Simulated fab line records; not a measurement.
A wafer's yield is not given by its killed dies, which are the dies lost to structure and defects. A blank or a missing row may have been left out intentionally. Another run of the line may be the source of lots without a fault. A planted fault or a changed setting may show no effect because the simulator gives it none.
Which tool was responsible? | flow berkeleyCmos170 | 6 lots, 18 wafers sampled, at 2 steps of a route of 331

== WHAT THE GAUGES READ, wafer by wafer ==
UCB170_PFIELD_OVL_MEAS_06.
lot  | measured    | on         | PFIELD_OVL (nm)
L433 | day 5 01:23 | overlay-02 | 0 1 8
L435 | day 5 17:58 | overlay-02 | 1 1 -3
L445 | day 7 17:22 | overlay-02 | 1 -2 -6
L449 | day 8 09:35 | overlay-02 | -7 -15 -8
L450 | day 8 10:04 | overlay-01 | -4 2 -2
L455 | day 9 14:12 | overlay-02 | -7 -5 -5

== WHAT TOOL EACH LOT RAN ON (gives the tool, then ch and the chambers of the sampled wafers, and finally the start) ==
lot  | UCB170_ZERO_STRIP_07
L433 | plasmaAsher-01 ch 0,1, day 2 03:57
L435 | plasmaAsher-03 ch 0,1, day 2 13:50
L445 | plasmaAsher-01 ch 0,1, day 4 12:11
L449 | plasmaAsher-01 ch 0, day 5 10:38
L450 | plasmaAsher-03 ch 0,1, day 5 18:03
L455 | plasmaAsher-01 ch 0,1, day 6 20:09
- UCB170_ZERO_STRIP_07: strips in O2.

== THE ANSWER, worked out from the rows above alone ==
Rule: the lots themselves supply what counts as usual. The widest of any qualifying gaps counts: lots, ordered by their means at a reading, are off when they make up no more than a third of the lots, leave a main group of 4 or more, and stand apart from it by 3 or more times the standard deviation of that group's means. The tables above print the reading to a certain number of digits; a main group whose means all agree to those digits is not used. Also off: a lot with no number at a reading for which 4 or more lots have one. Where the step has rows for the other lots, those lots are counted as sound.
No lot is off at any reading shown: from this, nothing can be told.

== WHAT WAS PUT IN BY THE SIMULATOR ==
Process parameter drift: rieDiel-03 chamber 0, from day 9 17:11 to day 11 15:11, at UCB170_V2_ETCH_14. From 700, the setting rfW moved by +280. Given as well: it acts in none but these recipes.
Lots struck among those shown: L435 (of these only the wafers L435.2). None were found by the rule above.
